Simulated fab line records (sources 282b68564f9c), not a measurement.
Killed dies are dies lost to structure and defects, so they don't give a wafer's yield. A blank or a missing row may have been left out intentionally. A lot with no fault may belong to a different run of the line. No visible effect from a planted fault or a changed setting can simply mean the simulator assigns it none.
Comparing a struck lot with a sound one | flow rit-cmos | 15 out of 202 route steps
Sound: the wafers L723.3, L723.4, L723.6. The struck wafers were L736.2, L736.3, L736.5. The cause comes at the end.
Each step with rows lists, per side, the tool, then ch with its chambers, then its first start. Under that, the readings that differ: sound wafers | struck wafers | difference of the means | sigmas: that difference in standard deviations of wafers without a fault.
alike: readings whose means differ by less than 2 such deviations, and words and numbers that are the same on both sides. not compared: withheld readings, readings that some wafer has no value for, bounds like >300 that may hide the same value, and numbers for which the record gives no deviation and whose values overlap.
Wherever a step has rows on one side only, a row that says differs or no value, or a row with sigmas, the two part there. Numbers that don't overlap but have no deviation are shown without sigmas and don't part them. A reading that every wafer of one side lacks parts them only if that side has two wafers or more.

first, 2 steps without rows for these wafers: RIT_NLDD_HARDBAKE_07 (time 60 s); RIT_NLDD_IMPLANT_08.
RIT_NLDD_STRIP_09: strips in O2, time 180 s.
  sound on plasma-asher-03 ch 0,1, day 2 19:25; struck on plasma-asher-02 ch 0,1, day 5 21:40
  alike: drypump-motor-current-A
  not compared: rf-hours-counter-h
RIT_NLDD_TW_MEAS_10:
  sound on film-metro-03 at day 2 19:34; struck on film-metro-03 at day 5 21:50
  alike: NLDD_TW
then, 6 steps without rows for these wafers: RIT_PLDD_HMDS_00 (prime time 60 s); RIT_PLDD_COAT_01 (resist thk 1000 nm); RIT_PLDD_SOFTBAKE_02 (time 60 s); RIT_PLDD_EXPOSE_03 (exposes mask M8, target cd 40900 nm); RIT_PLDD_PEB_04; RIT_PLDD_DEVELOP_05 (develop time 50 s).
RIT_PLDD_OVL_MEAS_06:
  sound on overlay-01 at day 2 20:28; struck on overlay-02 at day 5 22:54
  alike: PLDD_OVL
then, 1 step without rows for these wafers: RIT_PLDD_HARDBAKE_07 (time 60 s).
RIT_PLDD_IMPLANT_08:
  sound on implanter-01 ch 0, day 2 20:41; struck on implanter-01 ch 0, day 5 23:06
  reading                   | sound                | struck               | difference | sigmas
  beam-energy-keV           | 19.993 20.000 19.990 | 20.185 20.183 20.186 | +0.190     | +30
  model.implant.drp-nm (nm) | 9.752 9.752 9.752    | 9.816 9.816 9.816    | +0.064     |
  alike: dose-ions-cm2
RIT_PLDD_STRIP_09: strips in O2, time 180 s.
  sound on plasma-asher-04 ch 0,1, day 2 20:50; struck on plasma-asher-02 ch 0, day 5 23:14
  alike: drypump-motor-current-A
  not compared: rf-hours-counter-h
RIT_M1_PROBE_99:
  rows exist in the record for the sound wafers here (prober-01, day 3 10:47), none for the struck ones

## WHERE THEY PART
Last at RIT_M1_PROBE_99 as far as this record goes, first at RIT_PLDD_IMPLANT_08.

WHY: what the simulator had put in
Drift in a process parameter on implanter-01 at RIT_PLDD_IMPLANT_08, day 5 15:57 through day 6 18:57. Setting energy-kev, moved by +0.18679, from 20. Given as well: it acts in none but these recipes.
